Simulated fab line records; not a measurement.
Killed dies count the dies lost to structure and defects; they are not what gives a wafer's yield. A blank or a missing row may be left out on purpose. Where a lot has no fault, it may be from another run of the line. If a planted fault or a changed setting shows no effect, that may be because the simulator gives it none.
Matching of chambers :: flow berkeley-cmos170 :: 3 sister chambers for UCB170_V2_CVD_00 on pecvd-04
The step deposits SiO2 from TEOS/O2, target thk 2000 nm, time 250 s. 6 wafers are shown with their chamber, then 7 later ones without.

## WAFERS PAIRED WITH THEIR CHAMBERS
wafer: L501.1
chamber: 0
heater-power-w (W): 251

wafer: L502.4
chamber: 0
heater-power-w (W): 213

wafer: L514.2
chamber: 2
heater-power-w (W): 304

wafer: L514.6
chamber: 1
heater-power-w (W): 201

wafer: L518.4
chamber: 1
heater-power-w (W): 200

wafer: L518.5
chamber: 2
heater-power-w (W): 254

## WAFERS WHOSE CHAMBER IS MISSING
wafer: L518.6
heater-power-w (W): 270

wafer: L520.1
heater-power-w (W): 301

wafer: L520.2
heater-power-w (W): 283

wafer: L520.4
heater-power-w (W): 353

wafer: L523.1
heater-power-w (W): 305

wafer: L523.2
heater-power-w (W): 229

wafer: L523.5
heater-power-w (W): 278

## WHICH CHAMBER EACH ONE RAN IN
wafer: L518.6
from the rows above: can't be placed: 2 or 0
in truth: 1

wafer: L520.1
from the rows above: can't be placed: 2 or 0
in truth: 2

wafer: L520.2
from the rows above: can't be placed: 2 or 0
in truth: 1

wafer: L520.4
from the rows above: can't be placed: 2 or 0
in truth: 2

wafer: L523.1
from the rows above: can't be placed: 2 or 0
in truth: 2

wafer: L523.2
from the rows above: can't be placed: 0 or 1 or 2
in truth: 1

wafer: L523.5
from the rows above: can't be placed: 2 or 0
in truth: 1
0 of 7 placed correctly. From these rows, 7 cannot be placed; in 4 the true chamber is one of the candidates. Placed wrongly: 0.
How it was worked out, from the rows above alone: a wafer's distance from a chamber is the root of the sum, over the readings, of the square of ((its reading less the chamber's mean) divided by the reading's scatter). If the next closest chamber is less than 2 further off than the closest, the wafer can't be placed; otherwise it belongs to the closest. The mean given for a chamber averages the wafers shown for that chamber. The scatter: take each reading less its chamber's mean, square it, sum over the shown wafers, divide by the number of wafers less the number of chambers, and take the root.
